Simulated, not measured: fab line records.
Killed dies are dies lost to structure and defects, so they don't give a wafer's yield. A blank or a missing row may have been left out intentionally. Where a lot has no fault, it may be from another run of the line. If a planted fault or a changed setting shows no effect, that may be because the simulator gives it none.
fab line records | flow berkeleyCmos170
record lots=5 wafers=15 lastDay=11
route steps=331 shown NVT@114 PVT@115 GATE@125 FIELD@126 PLDD@145
lots that met no fault: from a run of the same line without faults
startH: hours from the record's first day to the start of the lot's first wafer shown | waitH: hours elapsed since this lot's preceding step | " the same as in the row above | L1.1+2: several wafers, shown together as one row | - no value present, or no start provided | * or withheld: withheld | < > ~ a bound
route shown NAME@n: a module of which the file shows steps, and the number in the route of the first | usual: the fault-free wafers' mean and standard deviation | same: alike in all rows | chamber/n: place in a boat | sites: the reading at each site | _std_site: standard deviation across them | _edge_site: inner sites' mean taken away from outer sites' mean | radiusMm: how far each site lies from the wafer's centre | mask NAME#n: copy n | behind: the tool/chamber that last shaped the wafer | hold: reason for holding the lot/hours on hold/outcome of the hold | device: whichever transistor did not switch (one of n, p or np) | end of line: tests of these same wafers at the route's end | a step without rows: its recipe alone | killed: the dies lost at the first sort to structure and to defects; this is not the yield of the wafer | map: dies across one wafer; x = killed, . = not, _ = none there
set.NAME: the setting that was run; set.NAME@STEP: the one run at that earlier step | model.NAME: the simulator's own value behind a step, which no gauge read
certain route steps with their lots: each step a table, each wafer a row
services: from which hour (startH, from the record's first day; less than 0 if before it) a tool's chamber was out of use, for how many hours, and why
## steps
# step UCB170_NVT_CLEAN_10
# recipe chemistry=SPM tempC=120 timeS=600
# usual bathGuardTempC=119.9/0.57
# columns lot.wafer tool chamber startH waitH bathGuardTempC
L074.1 wetBench-02 1 117.67 0.3 119.5
L074.2 " 1 " " 119.7
L074.6 " 1 " " 119.5
L076.2 wetBench-01 0 126.52 2.0 119.7
L076.4 " 0 " " 119.7
L076.6 " 0 " " 119.8
L079.2 wetBench-01 1 142.87 0.0 120.8
L079.4 " 1 " " 120.6
L079.5 " 1 " " 120.4
L084.3 wetBench-01 0 160.84 1.0 119.8
L084.4 " 0 " " 120.1
L084.6 " 0 " " 120.0
L094.1 wetBench-01 1 206.86 0.2 120.8
L094.2 " 1 " " 120.5
L094.6 " 1 " " 120.8
# step UCB170_PVT_HMDS_00
# recipe primeTimeS=60 primeTempC=100
# columns lot.wafer tool chamber startH waitH
L074.1+2+6 lithoTrack-04 0 117.85 0.0
L076.2+4+6 lithoTrack-01 0 126.74 0.0
L079.2+4+5 lithoTrack-03 0 143.86 0.8
L084.3+4+6 lithoTrack-01 0 161.26 0.2
L094.1+2+6 lithoTrack-01 0 207.04 0.0
# step UCB170_PVT_COAT_01
# recipe resist=KrF spinRpm=1500 resistThkNm=900
# columns lot.wafer tool chamber startH waitH
L074.1+2+6 lithoTrack-04 0 118.00 0.1
L076.2+4+6 lithoTrack-01 0 126.89 0.1
L079.2+4+5 lithoTrack-03 0 144.01 0.1
L084.3+4+6 lithoTrack-01 0 161.41 0.1
L094.1+2+6 lithoTrack-01 0 207.19 0.1
# step UCB170_PVT_SOFTBAKE_02
# recipe resist=KrF tempC=130 timeS=60
# columns lot.wafer tool chamber startH waitH
L074.1+2+6 lithoTrack-04 0 118.15 0.1
L076.2+4+6 lithoTrack-01 0 127.04 0.1
L079.2+4+5 lithoTrack-03 0 144.16 0.1
L084.3+4+6 lithoTrack-01 0 161.56 0.1
L094.1+2+6 lithoTrack-01 0 207.34 0.1
# step UCB170_PVT_EXPOSE_03
# recipe maskId=NWELL targetCdNm=3000 na=0.5 sigmaOuter=0.6 sourceShape=conventional doseMj=30
# columns lot.wafer tool chamber startH waitH mask
L074.1+2+6 krfScanner-02 0 118.30 0.1 NWELL#0
L076.2+4+6 krfScanner-02 0 127.30 0.2 NWELL#0
L079.2+4+5 krfScanner-02 0 144.43 0.2 NWELL#0
L084.3+4+6 krfScanner-01 0 161.83 0.2 NWELL#0
L094.1+2+6 krfScanner-02 0 207.49 0.1 NWELL#0
# step UCB170_PVT_PEB_04
# recipe pebTempC=130 pebTimeS=withheld resist=KrF
# columns lot.wafer tool chamber startH waitH
L074.1+2+6 lithoTrack-03 0 118.67 0.3
L076.2+4+6 lithoTrack-01 0 127.43 0.1
L079.2+4+5 lithoTrack-04 0 144.83 0.4
L084.3+4+6 lithoTrack-04 0 161.96 0.1
L094.1+2+6 lithoTrack-01 0 207.60 0.1
# step UCB170_PVT_DEVELOP_05
# recipe developer=TMAH developTimeS=45 resist=KrF devTempC=21
# same developTimeS=45
# columns lot.wafer tool chamber startH waitH
L074.1+2+6 lithoTrack-03 0 - -
L076.2+4+6 lithoTrack-01 0 - -
L079.2+4+5 lithoTrack-04 0 - -
L084.3+4+6 lithoTrack-04 0 - -
L094.1+2+6 lithoTrack-01 0 - -
# step UCB170_PVT_OVL_MEAS_06
# usual PVT_OVL=-4/5
# columns lot.wafer tool chamber startH waitH PVT_OVL[nm]
L074.1 overlay-02 - 118.94 - 1
L074.2 " - " " -2
L074.6 " - " " -6
L076.2 overlay-02 - 127.68 - 0
L076.4 " - " " 5
L076.6 " - " " -6
L079.2 overlay-01 - 145.08 - -1
L079.4 " - " " 1
L079.5 " - " " -3
L084.3 overlay-02 - 162.19 - -5
L084.4 " - " " -7
L084.6 " - " " -7
L094.1 overlay-02 - 207.88 - -8
L094.2 " - " " 4
L094.6 " - " " 0
# step UCB170_PVT_IMPLANT_07
# recipe species=P doseCm2=2.04e+12 energyKev=30 tiltDeg=7
# columns lot.wafer tool chamber startH waitH
L074.1+2+6 implanter-02 0 118.98 0.0
L076.2+4+6 implanter-02 0 127.74 0.0
L079.2+4+5 implanter-01 0 145.14 0.0
L084.3+4+6 implanter-01 0 162.27 0.1
L094.1+2+6 implanter-01 0 207.91 0.0
# step UCB170_PVT_STRIP_08
# recipe chemistry=O2 powerW=400 pressureMtorr=3500 platenTempC=withheld o2FlowSccm=400 overashFraction=0.5
# usual drypumpMotorCurrentA=5.7/0.31 oesProductAu=0.734/0.0047 stripTimeToEndpointS=21.61/0.066
# columns lot.wafer tool chamber startH waitH drypumpMotorCurrentA oesProductAu rfHoursCounterH stripTimeToEndpointS
L074.1 plasmaAsher-02 0 119.13 0.1 5.6 0.735 43 21.59
L074.2 " 1 " " 5.3 0.730 43 21.49
L074.6 " 0 " " 5.6 0.733 - 21.50
L076.2 plasmaAsher-04 1 127.86 0.1 5.7 0.729 26 21.65
L076.4 " 0 " " 5.8 0.737 - 21.64
L076.6 " 0 " " 5.8 0.738 - 21.59
L079.2 plasmaAsher-02 0 145.26 0.1 5.6 0.726 46 21.63
L079.4 " 1 " " 5.3 0.736 - 21.69
L079.5 " 0 " " 5.6 0.734 - 21.66
L084.3 plasmaAsher-02 0 162.40 0.1 5.6 0.736 - 21.55
L084.4 " 1 " " 5.3 0.719 - 21.54
L084.6 " 1 " " 5.3 0.722 - 21.54
L094.1 plasmaAsher-04 0 208.06 0.1 5.8 0.730 36 21.57
L094.2 " 1 " " 5.7 0.739 36 21.58
L094.6 " 1 " " 5.7 0.737 - 21.61
# step UCB170_PVT_TW_MEAS_09
# usual PVT_TW=510/3.1
# columns lot.wafer tool chamber startH waitH PVT_TW
L074.1 filmMetro-02 - 119.23 0.1 511
L074.2 " - " " 510
L074.6 " - " " 514
L076.2 filmMetro-02 - 127.97 0.1 506
L076.4 " - " " 506
L076.6 " - " " 505
L079.2 filmMetro-02 - 145.37 0.1 507
L079.4 " - " " 508
L079.5 " - " " 506
L084.3 filmMetro-02 - 162.49 0.1 509
L084.4 " - " " 511
L084.6 " - " " 510
L094.1 filmMetro-01 - 208.16 0.1 510
L094.2 " - " " 507
L094.6 " - " " 508
# step UCB170_GATE_WET_ETCH_00
# recipe chemistry=dHF dilution=25:1 target=SiO2 tempC=25 timeS=200
# columns lot.wafer tool chamber startH waitH
L074.1+2+6 wetBench-03 1 119.29 0.1
L076.2+4+6 wetBench-04 1 128.56 0.6
L079.2+4+5 wetBench-03 0 145.53 0.1
L084.3+4+6 wetBench-01 1 162.53 0.0
L094.1+2+6 wetBench-01 3 208.22 0.1
# step UCB170_FIELD_THK_MEAS_91
# recipe reads=SiO2_of_FIELD_OXIDATION_01
# usual FIELD_OXIDE_LEFT_2_THK=353/9.4
# columns lot.wafer tool chamber startH waitH FIELD_OXIDE_LEFT_2_THK[nm]
L074.1 filmMetro-01 - 119.35 0.0 351
L074.2 " - " " 345
L074.6 " - " " 350
L076.2 filmMetro-01 - 128.64 0.0 341
L076.4 " - " " 341
L076.6 " - " " 345
L079.2 filmMetro-01 - 145.60 0.0 366
L079.4 " - " " 374
L079.5 " - " " 366
L084.3 filmMetro-02 - 162.61 0.0 360
L084.4 " - " " 354
L084.6 " - " " 368
L094.1 filmMetro-02 - 208.29 0.0 368
L094.2 " - " " 369
L094.6 " - " " 371
# step UCB170_GATE_OXIDATION_01
# recipe tempC=850 ambient=O2 targetThkA=66 oxTimeS=1800
# usual spikeTcCentreC=853.2/1.1 tubeCenterTempC=850/0.071
# columns lot.wafer tool chamber startH waitH spikeTcCentreC tubeCenterTempC
L074.1 furnace-04 0 121.21 1.9 851.5 849.97
L074.2 " 0 " " 853.2 849.99
L074.6 " 0 " " 854.3 849.96
L076.2 furnace-02 0 131.31 2.7 853.4 850.04
L076.4 " 0 " " 853.1 850.03
L076.6 " 0 " " 852.5 849.93
L079.2 furnace-03 0 146.01 0.4 854.5 850.19
L079.4 " 0 " " 852.3 850.09
L079.5 " 0 " " 852.3 849.97
L084.3 furnace-04 0 166.76 4.1 851.4 849.93
L084.4 " 0 " " 853.9 849.86
L084.6 " 0 " " 853.5 850.08
L094.1 furnace-03 0 210.54 2.2 853.9 849.94
L094.2 " 0 " " 853.3 850.11
L094.6 " 0 " " 851.7 849.97
# step UCB170_GATE_THK_MEAS_02
# recipe reads=SiO2_of_GATE_OXIDATION_01
# usual GATE_OXIDE_THK=6.60/0.12
# columns lot.wafer tool chamber startH waitH GATE_OXIDE_THK[nm]
L074.1 filmMetro-02 - 122.77 0.1 6.56
L074.2 " - " " 6.56
L074.6 " - " " 6.59
L076.2 filmMetro-02 - 132.82 0.0 6.59
L076.4 " - " " 6.68
L076.6 " - " " 6.68
L079.2 filmMetro-02 - 147.52 0.0 6.46
L079.4 " - " " 6.42
L079.5 " - " " 6.65
L084.3 filmMetro-02 - 168.28 0.0 6.64
L084.4 " - " " 6.55
L084.6 " - " " 6.54
L094.1 filmMetro-04 - 212.04 0.0 6.43
L094.2 " - " " 6.38
L094.6 " - " " 6.56
# step UCB170_GATE_ANNEAL_03
# recipe tempC=900 timeS=1800 ambient=N2
# usual spikeTcCentreC=903.3/1 tubeCenterTempC=899.99/0.087
# columns lot.wafer tool chamber startH waitH spikeTcCentreC tubeCenterTempC
L074.1 furnace-03 0 126.89 4.1 901.0 899.99
L074.2 " 0 " " 900.9 900.15
L074.6 " 0 " " 903.8 900.01
L076.2 furnace-03 0 134.49 1.7 903.2 900.05
L076.4 " 0 " " 902.2 899.94
L076.6 " 0 " " 902.1 900.08
L079.2 furnace-04 0 148.30 0.8 903.7 900.02
L079.4 " 0 " " 903.8 900.05
L079.5 " 0 " " 901.0 900.2
L084.3 furnace-04 0 170.85 2.6 902.8 899.96
L084.4 " 0 " " 902.8 899.87
L084.6 " 0 " " 901.8 900
L094.1 furnace-04 0 212.98 0.9 902.7 899.87
L094.2 " 0 " " 903.5 900.01
L094.6 " 0 " " 903.7 900.06
# step UCB170_GATE_CVD_04
# recipe material=poly-Si tempC=610 precursor=SiH4 timeS=1440 pressureMtorr=375 targetThkNm=214 sih4FlowSccm=120
# usual pressureMtorr=374.9/0.78 sih4FlowSccm=119.9/0.35 spikeTcCentreC=611.4/1.2
# columns lot.wafer tool chamber startH waitH pressureMtorr sih4FlowSccm spikeTcCentreC
L074.1 lpcvd-01 1 128.39 0.0 375.5 119.5 612.0
L074.2 " 1 " " 375.3 120.2 610.0
L074.6 " 1 " " 376.0 118.9 609.4
L076.2 lpcvd-02 1 139.05 3.1 375.7 120.3 610.9
L076.4 " 1 " " 375.8 120.2 611.8
L076.6 " 1 " " 376.1 120.4 610.1
L079.2 lpcvd-02 1 149.80 0.0 374.1 119.8 611.5
L079.4 " 1 " " 374.8 119.7 611.2
L079.5 " 1 " " 375.6 119.8 611.5
L084.3 lpcvd-02 0 172.55 0.2 374.5 119.6 612.6
L084.4 " 0 " " 375.5 120.0 613.8
L084.6 " 0 " " 373.9 120.2 613.3
L094.1 lpcvd-01 1 214.48 0.0 375.2 120.2 611.4
L094.2 " 1 " " 375.3 120.6 610.0
L094.6 " 1 " " 375.5 120.1 611.1
# step UCB170_GATE_THK_MEAS_05
# recipe reads=poly-Si_of_GATE_CVD_04
# usual GATE_POLY_THK=213.3/2.1
# columns lot.wafer tool chamber startH waitH GATE_POLY_THK[nm]
L074.1 filmMetro-03 - 129.79 0.0 217.9
L074.2 " - " " 218.5
L074.6 " - " " 217.9
L076.2 filmMetro-02 - 140.46 0.0 213.6
L076.4 " - " " 212.9
L076.6 " - " " 211.7
L079.2 filmMetro-04 - 151.21 0.0 209.6
L079.4 " - " " 210.6
L079.5 " - " " 211.4
L084.3 filmMetro-04 - 173.97 0.0 212.1
L084.4 " - " " 211.3
L084.6 " - " " 213.3
L094.1 filmMetro-04 - 215.88 0.0 212.5
L094.2 " - " " 212.1
L094.6 " - " " 211.1
# step UCB170_GATE_COAT_06
# recipe resist=BARC tempC=withheld timeS=withheld spinRpm=3000 resistThkNm=withheld
# columns lot.wafer tool chamber startH waitH
L074.1+2+6 lithoTrack-02 0 130.18 0.4
L076.2+4+6 lithoTrack-01 0 140.98 0.5
L079.2+4+5 lithoTrack-01 0 151.40 0.2
L084.3+4+6 lithoTrack-03 0 174.27 0.3
L094.1+2+6 lithoTrack-03 0 217.05 1.2
# step UCB170_GATE_COAT_07
# recipe resist=KrF spinRpm=1500 resistThkNm=900
# columns lot.wafer tool chamber startH waitH
L074.1+2+6 lithoTrack-02 0 - -
L076.2+4+6 lithoTrack-01 0 - -
L079.2+4+5 lithoTrack-01 0 - -
L084.3+4+6 lithoTrack-03 0 - -
L094.1+2+6 lithoTrack-03 0 - -
# step UCB170_GATE_SOFTBAKE_08
# recipe resist=KrF tempC=130 timeS=60
# columns lot.wafer tool chamber startH waitH
L074.1+2+6 lithoTrack-02 0 - -
L076.2+4+6 lithoTrack-01 0 - -
L079.2+4+5 lithoTrack-01 0 - -
L084.3+4+6 lithoTrack-03 0 - -
L094.1+2+6 lithoTrack-03 0 - -
# step UCB170_GATE_EXPOSE_09
# recipe maskId=POLY targetCdNm=350 na=0.5 sigmaOuter=0.6 sourceShape=conventional doseMj=21
# columns lot.wafer tool chamber startH waitH mask
L074.1+2+6 krfScanner-01 0 130.75 - POLY#0
L076.2+4+6 krfScanner-01 0 141.42 - POLY#0
L079.2+4+5 krfScanner-02 0 151.84 - POLY#0
L084.3+4+6 krfScanner-02 0 174.88 - POLY#0
L094.1+2+6 krfScanner-01 0 217.62 - POLY#0
# step UCB170_GATE_PEB_10
# recipe pebTempC=130 pebTimeS=withheld resist=KrF
# columns lot.wafer tool chamber startH waitH
L074.1+2+6 lithoTrack-03 0 131.39 0.6
L076.2+4+6 lithoTrack-03 0 142.13 0.7
L079.2+4+5 lithoTrack-03 0 152.37 0.5
L084.3+4+6 lithoTrack-03 0 175.01 0.1
L094.1+2+6 lithoTrack-03 0 217.77 0.1
# step UCB170_GATE_DEVELOP_11
# recipe developer=TMAH developTimeS=45 resist=KrF devTempC=21
# same developTimeS=45
# columns lot.wafer tool chamber startH waitH
L074.1+2+6 lithoTrack-03 0 - -
L076.2+4+6 lithoTrack-03 0 - -
L079.2+4+5 lithoTrack-03 0 - -
L084.3+4+6 lithoTrack-03 0 - -
L094.1+2+6 lithoTrack-03 0 - -
# step UCB170_GATE_CD_MEAS_12
# recipe targetCdNm=350
# usual cdNm=350.1/1.3
# columns lot.wafer tool chamber startH waitH cdNm
L074.1 cdSem-02 - 131.66 - 350.1
L074.2 " - " " 349.9
L074.6 " - " " 350.1
L076.2 cdSem-02 - 142.40 - 351.0
L076.4 " - " " 350.1
L076.6 " - " " 350.1
L079.2 cdSem-01 - 152.64 - 352.8
L079.4 " - " " 351.5
L079.5 " - " " 351.5
L084.3 cdSem-01 - 175.28 - 349.1
L084.4 " - " " 350.6
L084.6 " - " " 350.4
L094.1 cdSem-01 - 218.05 - 350.4
L094.2 " - " " 350.8
L094.6 " - " " 351.9
# step UCB170_GATE_OVL_MEAS_13
# usual GATE_OVL=1/5.3
# columns lot.wafer tool chamber startH waitH GATE_OVL[nm]
L074.1 overlay-02 - 131.78 0.1 6
L074.2 " - " " 2
L074.6 " - " " 1
L076.2 overlay-02 - 142.51 0.1 3
L076.4 " - " " -3
L076.6 " - " " -5
L079.2 overlay-01 - 152.74 0.1 8
L079.4 " - " " 3
L079.5 " - " " -5
L084.3 overlay-01 - 175.37 0.1 6
L084.4 " - " " -2
L084.6 " - " " 2
L094.1 overlay-02 - 218.17 0.1 1
L094.2 " - " " -5
L094.6 " - " " -6
# step UCB170_GATE_ETCH_14
# recipe chemistry=N2/H2 targetDepthA=withheld overetchA=withheld target=BARC timeS=withheld sourceW=500 biasW=102.2 pressureMtorr=30 n2FlowSccm=100 h2FlowSccm=200
# usual drypumpMotorCurrentA=5.8/0.43 oesProductAu=1.004/0.016 rfFwdPowerW=495.0/2.1 throttleValvePct=13.30/0.14
# columns lot.wafer tool chamber startH waitH drypumpMotorCurrentA oesProductAu rfFwdPowerW throttleValvePct
L074.1 rieDiel-03 3 131.82 0.0 6.6 1.017 494.5 13.47
L074.2 " 2 " " 5.6 1.027 496.5 13.35
L074.6 " 2 " " 5.6 1.029 498.1 13.38
L076.2 rieDiel-02 0 142.54 0.0 5.3 1.003 491.1 13.33
L076.4 " 3 " " 6.0 0.977 493.9 13.27
L076.6 " 2 " " 6.2 1.013 493.7 13.43
L079.2 rieDiel-03 2 152.77 0.0 5.6 1.024 495.7 13.35
L079.4 " 1 " " 5.4 1.019 493.3 13.26
L079.5 " 2 " " 5.6 1.031 494.6 13.35
L084.3 rieDiel-03 2 175.39 0.0 5.6 1.023 497.3 13.37
L084.4 " 3 " " 6.6 0.999 495.3 13.49
L084.6 " 3 " " 6.6 1.007 499.0 13.47
L094.1 rieDiel-02 0 218.20 0.0 5.3 1.008 492.8 13.32
L094.2 " 3 " " 6.0 0.982 493.4 13.27
L094.6 " 0 " " 5.3 1.009 495.4 13.33
# step UCB170_GATE_ETCH_15
# recipe chemistry=HBr/Cl2 target=poly-Si stopOn=SiO2 overEtchFrac=0.3 icpW=300 biasW=150 timeS=56.3 pressureMtorr=15 HBr_flow_sccm=150 Cl2_flow_sccm=50 targetDepthA=2782
# usual HBr_flow_sccm=149.9/0.5 drypumpMotorCurrentA=5.4/0.45 oesProductAu=0.825/0.012 rfFwdPowerW=297.2/1.1 throttleValvePct=26.50/0.22
# columns lot.wafer tool chamber startH waitH HBr_flow_sccm drypumpMotorCurrentA oesProductAu rfFwdPowerW rfHoursCounterH throttleValvePct
L074.1 rieSi-01 1 131.86 - 149.3 5.5 0.827 299.6 0 26.51
L074.2 " 2 " " 150.6 6.4 0.848 297.0 86 26.30
L074.6 " 3 " " 149.6 5.5 0.818 297.6 - 26.63
L076.2 rieSi-01 0 142.58 - 149.9 5.1 0.833 296.6 94 26.33
L076.4 " 1 " " 149.2 5.5 0.811 298.4 0 26.52
L076.6 " 0 " " 150.4 5.1 0.833 296.3 - 26.31
L079.2 rieSi-02 2 152.82 - 149.3 5.2 0.833 296.4 125 26.50
L079.4 " 3 " " 150.2 4.8 0.822 297.8 0 26.92
L079.5 " 2 " " 148.9 5.2 0.842 297.7 - 26.51
L084.3 rieSi-02 1 175.43 - 149.7 5.7 0.820 297.6 0 26.54
L084.4 " 1 " " 149.9 5.7 0.804 296.0 - 26.53
L084.6 " 3 " " 149.8 4.8 0.827 299.2 - 26.92
L094.1 rieSi-01 3 218.25 - 149.7 5.5 0.809 298.7 10 26.64
L094.2 " 1 " " 150.4 5.5 0.810 297.3 1 26.50
L094.6 " 3 " " 149.5 5.5 0.810 298.3 - 26.63
# step UCB170_GATE_STRIP_16
# recipe chemistry=O2 powerW=400 pressureMtorr=3500 platenTempC=withheld o2FlowSccm=400 overashFraction=0.5
# usual drypumpMotorCurrentA=5.8/0.5 oesProductAu=0.724/0.0044
# columns lot.wafer tool chamber startH waitH drypumpMotorCurrentA oesProductAu rfHoursCounterH
L074.1 plasmaAsher-03 1 131.91 0.0 5.3 0.728 44
L074.2 " 0 " " 6.4 0.723 44
L074.6 " 1 " " 5.2 0.729 -
L076.2 plasmaAsher-03 1 142.63 0.0 5.3 0.714 45
L076.4 " 0 " " 6.5 0.723 -
L076.6 " 0 " " 6.4 0.731 -
L079.2 plasmaAsher-01 0 152.86 0.0 6.4 0.725 4
L079.4 " 0 " " 6.4 0.728 -
L079.5 " 1 " " 5.6 0.723 -
L084.3 plasmaAsher-03 0 175.52 0.1 6.4 0.725 -
L084.4 " 1 " " 5.3 0.728 -
L084.6 " 0 " " 6.4 0.719 -
L094.1 plasmaAsher-01 1 218.29 0.0 5.6 0.723 12
L094.2 " 0 " " 6.4 0.714 12
L094.6 " 1 " " 5.6 0.722 -
# step UCB170_GATE_CD_MEAS_90
# recipe targetCdNm=350
# usual cdNm=350.1/1.3
# columns lot.wafer tool chamber startH waitH cdNm
L074.1 cdSem-02 - 132.04 0.1 348.8
L074.2 " - " " 349.1
L074.6 " - " " 349.9
L076.2 cdSem-01 - 142.75 0.1 351.7
L076.4 " - " " 350.2
L076.6 " - " " 349.8
L079.2 cdSem-01 - 153.08 0.2 351.5
L079.4 " - " " 351.2
L079.5 " - " " 350.9
L084.3 cdSem-02 - 175.64 0.1 348.3
L084.4 " - " " 349.9
L084.6 " - " " 349.7
L094.1 cdSem-02 - 218.39 0.1 350.7
L094.2 " - " " 350.7
L094.6 " - " " 351.5
# step UCB170_GATE_CLEAN_17
# recipe chemistry=SPM tempC=120 timeS=600
# usual bathGuardTempC=120.0/0.64
# columns lot.wafer tool chamber startH waitH bathGuardTempC
L074.1 wetBench-03 0 132.16 0.1 119.8
L074.2 " 0 " " 120.2
L074.6 " 0 " " 120.0
L076.2 wetBench-04 1 142.85 0.1 119.8
L076.4 " 1 " " 119.8
L076.6 " 1 " " 120.0
L079.2 wetBench-03 3 153.68 0.6 120.0
L079.4 " 3 " " 120.0
L079.5 " 3 " " 119.9
L084.3 wetBench-03 1 175.84 0.2 119.1
L084.4 " 1 " " 119.0
L084.6 " 1 " " 119.2
L094.1 wetBench-03 2 218.60 0.2 119.6
L094.2 " 2 " " 119.5
L094.6 " 2 " " 119.8
# step UCB170_PLDD_HMDS_00
# recipe primeTimeS=60 primeTempC=100
# columns lot.wafer tool chamber startH waitH
L074.1+2+6 lithoTrack-04 0 132.67 0.3
L076.2+4+6 lithoTrack-01 0 143.68 0.7
L079.2+4+5 lithoTrack-04 0 153.88 0.0
L084.3+4+6 lithoTrack-01 0 176.07 0.1
L094.1+2+6 lithoTrack-04 0 219.05 0.3
# step UCB170_PLDD_COAT_01
# recipe resist=KrF spinRpm=1500 resistThkNm=900
# columns lot.wafer tool chamber startH waitH
L074.1+2+6 lithoTrack-04 0 132.82 0.1
L076.2+4+6 lithoTrack-01 0 143.83 0.1
L079.2+4+5 lithoTrack-04 0 154.03 0.1
L084.3+4+6 lithoTrack-01 0 176.22 0.1
L094.1+2+6 lithoTrack-04 0 219.20 0.1
# step UCB170_PLDD_SOFTBAKE_02
# recipe resist=KrF tempC=130 timeS=60
# columns lot.wafer tool chamber startH waitH
L074.1+2+6 lithoTrack-04 0 132.97 0.1
L076.2+4+6 lithoTrack-01 0 143.98 0.1
L079.2+4+5 lithoTrack-04 0 154.18 0.1
L084.3+4+6 lithoTrack-01 0 176.37 0.1
L094.1+2+6 lithoTrack-04 0 219.35 0.1
# step UCB170_PLDD_EXPOSE_03
# recipe maskId=PSELECT na=0.5 sigmaOuter=0.6 sourceShape=conventional targetCdNm=1200 doseMj=30
# columns lot.wafer tool chamber startH waitH mask
L074.1+2+6 krfScanner-01 0 133.34 0.3 PSELECT#0
L076.2+4+6 krfScanner-01 0 144.12 0.1 PSELECT#0
L079.2+4+5 krfScanner-01 0 154.45 0.2 PSELECT#0
L084.3+4+6 krfScanner-02 0 176.63 0.2 PSELECT#0
L094.1+2+6 krfScanner-01 0 219.62 0.2 PSELECT#0
# step UCB170_PLDD_PEB_04
# recipe pebTempC=130 pebTimeS=withheld resist=KrF
# columns lot.wafer tool chamber startH waitH
L074.1+2+6 lithoTrack-04 0 133.57 0.2
L076.2+4+6 lithoTrack-04 0 144.55 0.4
L079.2+4+5 lithoTrack-01 0 154.61 0.1
L084.3+4+6 lithoTrack-01 0 176.76 0.1
L094.1+2+6 lithoTrack-01 0 219.92 0.3
# step UCB170_PLDD_DEVELOP_05
# recipe developer=TMAH developTimeS=45 resist=KrF devTempC=21
# same developTimeS=45
# columns lot.wafer tool chamber startH waitH
L074.1+2+6 lithoTrack-04 0 - -
L076.2+4+6 lithoTrack-04 0 - -
L079.2+4+5 lithoTrack-01 0 - -
L084.3+4+6 lithoTrack-01 0 - -
L094.1+2+6 lithoTrack-01 0 - -
# step UCB170_PLDD_CD_MEAS_06
# recipe targetCdNm=1200
# usual cdNm=1200.4/1.3
# columns lot.wafer tool chamber startH waitH cdNm
L074.1 cdSem-01 - 133.96 - 1200.4
L074.2 " - " " 1201.2
L074.6 " - " " 1201.1
L076.2 cdSem-02 - 144.82 - 1199.1
L076.4 " - " " 1199.9
L076.6 " - " " 1200.3
L079.2 cdSem-02 - 154.88 - 1198.9
L079.4 " - " " 1199.8
L079.5 " - " " 1198.5
L084.3 cdSem-01 - 177.02 - 1201.2
L084.4 " - " " 1200.4
L084.6 " - " " 1201.1
L094.1 cdSem-01 - 220.20 - 1201.5
L094.2 " - " " 1203.4
L094.6 " - " " 1200.5
# step UCB170_PLDD_OVL_MEAS_07
# usual PLDD_OVL=0/5.4
# columns lot.wafer tool chamber startH waitH PLDD_OVL[nm]
L074.1 overlay-01 - 134.08 0.1 4
L074.2 " - " " 6
L074.6 " - " " 7
L076.2 overlay-02 - 144.93 0.1 0
L076.4 " - " " -1
L076.6 " - " " -2
L079.2 overlay-01 - 154.98 0.1 -7
L079.4 " - " " -9
L079.5 " - " " -7
L084.3 overlay-01 - 177.12 0.1 -6
L084.4 " - " " 1
L084.6 " - " " 2
L094.1 overlay-01 - 220.32 0.1 5
L094.2 " - " " -1
L094.6 " - " " 0
# step UCB170_PLDD_IMPLANT_08
# recipe species=BF2 doseCm2=5e+13 energyKev=10 tiltDeg=7 rotationDeg=0
# columns lot.wafer tool chamber startH waitH
L074.1+2+6 implanter-02 0 134.11 0.0
L076.2+4+6 implanter-04 0 144.98 0.0
L079.2+4+5 implanter-02 0 155.04 0.0
L084.3+4+6 implanter-02 0 177.19 0.1
L094.1+2+6 implanter-02 0 220.36 0.0
# step UCB170_PLDD_IMPLANT_09
# recipe species=BF2 doseCm2=5e+13 energyKev=10 tiltDeg=7 rotationDeg=180
# columns lot.wafer tool chamber startH waitH
L074.1+2+6 implanter-02 0 134.26 0.1
L076.2+4+6 implanter-04 0 145.13 0.1
L079.2+4+5 implanter-02 0 155.19 0.1
L084.3+4+6 implanter-02 0 177.34 0.1
L094.1+2+6 implanter-02 0 220.51 0.1
# step UCB170_PLDD_STRIP_10
# recipe chemistry=O2 powerW=400 pressureMtorr=3500 platenTempC=withheld o2FlowSccm=400 overashFraction=0.5
# usual drypumpMotorCurrentA=5.9/0.42 oesProductAu=0.735/0.0042 stripTimeToEndpointS=21.63/0.064
# columns lot.wafer tool chamber startH waitH drypumpMotorCurrentA oesProductAu rfHoursCounterH stripTimeToEndpointS
L074.1 plasmaAsher-04 0 134.41 0.1 5.8 0.736 27 21.69
L074.2 " 1 " " 5.7 0.736 27 21.67
L074.6 " 1 " " 5.7 0.743 - 21.59
L076.2 plasmaAsher-01 0 145.26 0.1 6.4 0.741 3 21.59
L076.4 " 1 " " 5.6 0.732 - 21.60
L076.6 " 0 " " 6.4 0.734 - 21.62
L079.2 plasmaAsher-04 0 155.31 0.1 5.8 0.738 30 21.69
L079.4 " 0 " " 5.8 0.737 - 21.68
L079.5 " 0 " " 5.8 0.740 - 21.69
L084.3 plasmaAsher-04 1 177.47 0.1 5.7 0.729 - 21.63
L084.4 " 0 " " 5.8 0.742 - 21.68
L084.6 " 1 " " 5.6 0.739 - 21.60
L094.1 plasmaAsher-03 1 220.66 0.1 5.3 0.727 55 21.62
L094.2 " 0 " " 6.4 0.738 55 21.59
L094.6 " 1 " " 5.3 0.742 - 21.61
## services
# columns tool chamber startH hours kind
plasmaAsher-03 - 100.65 0.7 repair
krfScanner-01 - 104.62 1.0 pm
krfScanner-02 - 107.01 0.8 pm
plasmaAsher-01 - 108.75 9.0 pm
furnace-04 - 112.40 3.1 pm
implanter-04 - 113.19 8.4 pm
rieDiel-02 - 123.01 2.8 pm
krfScanner-02 - 130.33 4.4 pm
krfScanner-02 - 134.71 1.3 pm
rieDiel-03 - 137.31 2.6 repair
krfScanner-01 - 137.67 1.3 pm
implanter-01 - 146.55 3.0 repair
rieDiel-02 - 150.37 14.6 pm
krfScanner-02 - 155.60 3.7 repair
rieSi-02 - 176.69 0.2 repair
krfScanner-01 - 177.17 4.0 pm
plasmaAsher-04 - 179.09 1.3 repair
krfScanner-02 - 187.37 1.0 pm
plasmaAsher-04 - 187.54 2.3 repair
krfScanner-01 - 189.54 0.8 pm
furnace-03 - 190.84 3.9 pm
krfScanner-01 - 193.03 4.4 pm
krfScanner-02 - 197.40 4.0 pm
krfScanner-01 - 218.16 1.2 repair
## key
fault none
